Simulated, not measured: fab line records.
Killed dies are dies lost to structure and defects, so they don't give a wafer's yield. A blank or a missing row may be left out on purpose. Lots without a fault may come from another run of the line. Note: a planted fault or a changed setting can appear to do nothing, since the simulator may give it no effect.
The tool behind it: which one? / flow rit_cmos / Sampling: 6 lots, 18 wafers, 2 of 202 route steps

WHAT THE GAUGES READ, wafer by wafer
RIT_CONTACT_THK_MEAS_01.
lot=L651; measured=day 3 20:42; on=film_metro-01; CONTACT_TEOS_THK (nm)=396 401 401
lot=L655; measured=day 4 13:07; on=film_metro-01; CONTACT_TEOS_THK (nm)=401 408 406
lot=L658; measured=day 5 02:41; on=film_metro-04; CONTACT_TEOS_THK (nm)=393 401 402
lot=L661; measured=day 5 21:56; on=film_metro-04; CONTACT_TEOS_THK (nm)=402 402 405
lot=L667; measured=day 7 05:55; on=film_metro-01; CONTACT_TEOS_THK (nm)=403 394 402
lot=L670; measured=day 7 17:28; on=film_metro-02; CONTACT_TEOS_THK (nm)=404 407 404

TOOL THAT RAN EACH LOT (tool first, then ch and the chambers of the sampled wafers, then the start)
lot=L651; RIT_CONTACT_CVD_00=pecvd-03 ch 1,2, day 3 20:38
lot=L655; RIT_CONTACT_CVD_00=pecvd-02 ch 0,2, day 4 13:02
lot=L658; RIT_CONTACT_CVD_00=pecvd-03 ch 0,1, day 5 02:37
lot=L661; RIT_CONTACT_CVD_00=pecvd-02 ch 0,1, day 5 21:53
lot=L667; RIT_CONTACT_CVD_00=pecvd-02 ch 0,1, day 7 05:51
lot=L670; RIT_CONTACT_CVD_00=pecvd-02 ch 0,1,2, day 7 17:24
- RIT_CONTACT_CVD_00: deposits SiO2 from TEOS, target thk 400 nm, time 61 s.

THE ANSWER, worked out from the rows above alone
Rule: the usual values come from the lots themselves. The widest of any qualifying gaps counts: lots, ordered by their means at a reading, are off when they make up no more than a third of the lots, leave a main group of 4 or more, and stand apart from it by 3 or more times the standard deviation of that group's means. If all means in a main group match to the digits the tables above print for the reading, that group is not used. Also off: a lot with no number at a reading for which 4 or more lots have one. All remaining lots with rows at the step are treated as sound.
None of the lots is off at any reading shown; this tells nothing.

WHAT THE SIMULATOR PUT IN
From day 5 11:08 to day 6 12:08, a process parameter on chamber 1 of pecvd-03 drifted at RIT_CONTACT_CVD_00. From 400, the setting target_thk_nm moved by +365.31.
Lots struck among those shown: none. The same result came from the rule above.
